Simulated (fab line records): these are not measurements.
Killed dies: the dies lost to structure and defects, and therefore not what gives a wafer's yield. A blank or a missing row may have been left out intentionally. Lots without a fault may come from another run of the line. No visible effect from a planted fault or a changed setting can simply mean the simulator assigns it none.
Shared-tool check -- flow berkeley-cmos170 -- 45 wafers sampled across 15 lots

== WHY THIS WAS OPENED ==
3 of 15 lots carry a flag on the reading GATE_OXIDE_THK at UCB170_GATE_THK_MEAS_02. No-fault wafers: 6.61 nm, standard deviation 0.11.
Rule: a lot is flagged in two cases, either no wafer of it has a number, or all its wafers with numbers fall more than 4 standard deviations from that mean. As for the other lots, they are considered sound.

lot,measured,on,"GATE_OXIDE_THK (nm), wafer by wafer",flag
L716,day 7 02:25,film-metro-02,6.74 6.92 6.84,
L717,day 7 18:07,film-metro-02,6.49 6.60 6.54,
L720,day 7 18:10,film-metro-03,6.69 6.77 6.71,
L718,day 7 18:10,film-metro-02,6.65 6.59 6.61,
L719,day 7 18:13,film-metro-03,6.72 6.51 6.52,
L721,day 8 06:22,film-metro-01,6.37 6.63 6.36,
L722,day 8 17:11,film-metro-02,6.55 6.74 6.65,
L723,day 8 17:12,film-metro-03,6.57 6.59 6.72,
L726,day 9 04:34,film-metro-01,6.57 6.46 6.58,
L725,day 9 04:35,film-metro-03,6.64 6.51 6.53,
L728,day 9 09:35,film-metro-03,6.85 6.85 6.78,
L727,day 9 09:39,film-metro-03,6.70 6.65 6.67,
L729,day 9 22:43,film-metro-02,4.84 4.87 4.84,FLAGGED
L730,day 9 22:43,film-metro-01,4.82 4.84 4.79,FLAGGED
L732,day 9 22:47,film-metro-02,4.86 4.79 4.82,FLAGGED
The numbers of the flagged lots are 4.83 nm on average: -1.78 nm against the usual, or -16 standard deviations.

== TOOL THAT RAN EACH LOT ==
The record keeps 1 process step preceding the reading, out of 331 steps on the route. Every cell lists first the tool, next ch and the chambers used by the sampled wafers, and last the start.
lot,flag,UCB170_GATE_OXIDATION_01
L716,,"furnace-02 ch 0, day 7 00:51"
L717,,"furnace-02 ch 0, day 7 16:37"
L720,,"furnace-02 ch 0, day 7 16:37"
L718,,"furnace-02 ch 0, day 7 16:37"
L719,,"furnace-02 ch 0, day 7 16:37"
L721,,"furnace-01 ch 0, day 8 04:52"
L722,,"furnace-01 ch 0, day 8 15:41"
L723,,"furnace-01 ch 0, day 8 15:41"
L726,,"furnace-01 ch 0, day 9 03:04"
L725,,"furnace-01 ch 0, day 9 03:04"
L728,,"furnace-02 ch 0, day 9 08:05"
L727,,"furnace-02 ch 0, day 9 08:05"
L729,FLAGGED,"furnace-02 ch 0, day 9 21:13"
L730,FLAGGED,"furnace-02 ch 0, day 9 21:13"
L732,FLAGGED,"furnace-02 ch 0, day 9 21:13"
What the steps here do:
- UCB170_GATE_OXIDATION_01: target thk 6.6 nm, ox time 1800 s.
- UCB170_GATE_THK_MEAS_02

== FLAGGED OVER TOTAL, TOOL BY TOOL (the gauges that took the reading come last) ==
step,tool,lots run,flagged,share of the flagged lots,sound lots run after its first flagged lot
UCB170_GATE_OXIDATION_01,furnace-01,5,0,none,-
UCB170_GATE_OXIDATION_01,furnace-02,10,3,all,0
UCB170_GATE_THK_MEAS_02,film-metro-01,3,1,some,0
UCB170_GATE_THK_MEAS_02,film-metro-02,6,2,some,0
UCB170_GATE_THK_MEAS_02,film-metro-03,6,0,none,-

== WHAT IS ALLOWED BY THE TABLE ==
Rows of the table that ran each flagged lot: 1, that is furnace-02 at UCB170_GATE_OXIDATION_01.
- furnace-02 at UCB170_GATE_OXIDATION_01 ran 10 lots, 3 of them flagged. Last sound lot L727 at day 9 08:05, first flagged lot L729 at day 9 21:13; a fault beginning in between fits. Its own readings lie more than 4 standard deviations out on every wafer of the flagged lots: spike-tc-centre-C, spike-tc-load-C, spike-tc-source-C, tube-center-temp-C, tube_center_temp_C_max.
furnace-02 at UCB170_GATE_OXIDATION_01 is the single tool remaining.

== WHAT THE SIMULATOR HAD INSERTED ==
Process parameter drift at UCB170_GATE_OXIDATION_01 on furnace-02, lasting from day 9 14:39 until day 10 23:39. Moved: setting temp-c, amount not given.
Struck lots among those shown: L729, L730, L732. The rule above found the same.
